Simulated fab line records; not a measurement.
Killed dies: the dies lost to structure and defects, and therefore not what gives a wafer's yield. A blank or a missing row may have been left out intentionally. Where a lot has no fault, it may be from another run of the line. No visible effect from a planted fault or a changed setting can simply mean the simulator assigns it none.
fab line records ; flow ritCmos
record lots=14; wafers=42; lastDay=7
route steps=202 shown GATE@81
lots with no fault: from the same line, run without faults
startH: the number of hours between the record's first day and the start of the first shown wafer of the lot ; waitH: hours elapsed since this lot's preceding step ; " repeats the value in the row above ; L1.1+2: a row that stands for several wafers ; - no value, or no start given ; * or withheld: withheld ; < > ~ a bound
route shown NAME@n: a module of which the file shows steps, and the number in the route of the first ; usual: mean and standard deviation over wafers with no fault ; same: alike in all rows ; chamber/n: place in a boat ; sites: readings site by site ; _std_site: standard deviation of those values ; _edge_site: outer sites' mean less inner sites' ; radiusMm: for every site, how far away it sits from the centre of the wafer ; mask NAME#n: copy n ; behind: the last tool/chamber to shape the wafer ; hold: reason for holding the lot/hours on hold/outcome of the hold ; device: whichever transistor did not switch (one of n, p or np) ; end of line: tests run on the same wafers once the route is complete ; for a step that has no rows: nothing shown but its recipe ; killed: at the first sort, the dies lost to defects and structure; wafer yield is something else ; map: dies across one wafer; x = killed, . = not, _ = none there
set.NAME: the setting as run; set.NAME@STEP: as run at that earlier step ; model.NAME: the simulator's own value behind a step, which no gauge read
the route's steps for a sample of lots (tables are steps, rows are wafers)
services: the hour from which a tool's chamber was out of use, counted from the record's first day as startH (under 0 if before that day), plus the number of hours and why
## steps
# step RIT_GATE_OXIDATION_05
# recipe tempC=900; ambient=O2; targetThkA=30; oxTimeS=270
lot.wafer;tool;chamber;startH;waitH
L115.1+2+4;furnace-04;0;40.39;2.1
L117.1+5+6;furnace-01;0;52.90;1.1
L118.1+5+6;furnace-01;0;59.15;1.4
L120.2+3+5;furnace-01;0;66.63;0.7
L121.2+5+6;furnace-01;0;71.82;1.3
L122.1+4+6;furnace-01;0;75.69;0.8
L124.2+3+4;furnace-03;0;84.98;0.1
L126.2+4+5;furnace-01;0;93.54;0.0
L127.2+3+4;furnace-04;0;98.86;0.8
L128.2+3+6;furnace-01;0;104.93;1.1
L129.1+2+6;furnace-03;0;109.63;0.3
L131.1+2+6;furnace-03;0;119.06;0.6
L136.2+4+5;furnace-01;0;143.75;0.2
L137.1+4+6;furnace-01;0;150.85;1.2
# step RIT_GATE_THK_MEAS_07
# recipe reads=SiO2_of_GATE_OXIDATION_05
# usual GATE_OXIDE_THK=3.05/0.073
lot.wafer;tool;chamber;startH;waitH;GATE_OXIDE_THK[nm]
L115.1;filmMetro-04;-;46.16;0.0;2.99
L115.2;filmMetro-04;-;46.16;0.0;2.97
L115.4;filmMetro-04;-;46.16;0.0;2.99
L117.1;filmMetro-02;-;54.23;0.0;3.06
L117.5;filmMetro-02;-;54.23;0.0;3.00
L117.6;filmMetro-02;-;54.23;0.0;2.99
L118.1;filmMetro-02;-;62.52;0.0;3.05
L118.5;filmMetro-02;-;62.52;0.0;3.07
L118.6;filmMetro-02;-;62.52;0.0;3.14
L120.2;filmMetro-02;-;69.28;0.0;3.10
L120.3;filmMetro-02;-;69.28;0.0;3.08
L120.5;filmMetro-02;-;69.28;0.0;3.13
L121.2;filmMetro-04;-;73.16;0.0;3.11
L121.5;filmMetro-04;-;73.16;0.0;3.17
L121.6;filmMetro-04;-;73.16;0.0;3.02
L122.1;filmMetro-04;-;78.22;0.0;2.95
L122.4;filmMetro-04;-;78.22;0.0;2.99
L122.6;filmMetro-04;-;78.22;0.0;3.02
L124.2;filmMetro-03;-;86.32;0.0;2.95
L124.3;filmMetro-03;-;86.32;0.0;2.98
L124.4;filmMetro-03;-;86.32;0.0;2.92
L126.2;filmMetro-04;-;94.88;0.0;3.11
L126.4;filmMetro-04;-;94.88;0.0;3.16
L126.5;filmMetro-04;-;94.88;0.0;3.09
L127.2;filmMetro-02;-;100.20;0.0;3.04
L127.3;filmMetro-02;-;100.20;0.0;3.10
L127.4;filmMetro-02;-;100.20;0.0;3.14
L128.2;filmMetro-04;-;108.81;0.0;3.09
L128.3;filmMetro-04;-;108.81;0.0;3.07
L128.6;filmMetro-04;-;108.81;0.0;3.02
L129.1;filmMetro-04;-;111.43;0.0;3.08
L129.2;filmMetro-04;-;111.43;0.0;3.02
L129.6;filmMetro-04;-;111.43;0.0;3.03
L131.1;filmMetro-03;-;121.17;0.0;2.98
L131.2;filmMetro-03;-;121.17;0.0;3.09
L131.6;filmMetro-03;-;121.17;0.0;3.01
L136.2;filmMetro-04;-;145.83;0.0;3.58
L136.4;filmMetro-04;-;145.83;0.0;3.66
L136.5;filmMetro-04;-;145.83;0.0;3.59
L137.1;filmMetro-02;-;154.51;0.0;3.60
L137.4;filmMetro-02;-;154.51;0.0;3.55
L137.6;filmMetro-02;-;154.51;0.0;3.55
## services
tool;chamber;startH;hours;kind
furnace-01;-;139.15;3.3;pm
## key
firstSign step=RIT_GATE_THK_MEAS_07; reading=GATE_OXIDE_THK; direction=up; sigmas=7.4; usual=3.05; struck=3.59
effect none on later readings
metAt RIT_GATE_OXIDATION_05
struckLots L136,L137
testerLeftOut L136,L137
onsetBetween 104.93 143.75
alsoFits time
fault kind=processParameterDrift; tool=furnace-01; chamber=-; onsetH=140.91; steps=RIT_GATE_OXIDATION_05; channel=oxTimeS; offset=*; shape=step; endH=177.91; actsIn=*; stated=*
# testerLeftOut: of these lots the tester's yield and bins aren't shown, on N5 and GAA mostly nor the transistor test; their killed dies are dies lost to structure and defects alone, not to doping, threshold or leakage, so they don't give the yield
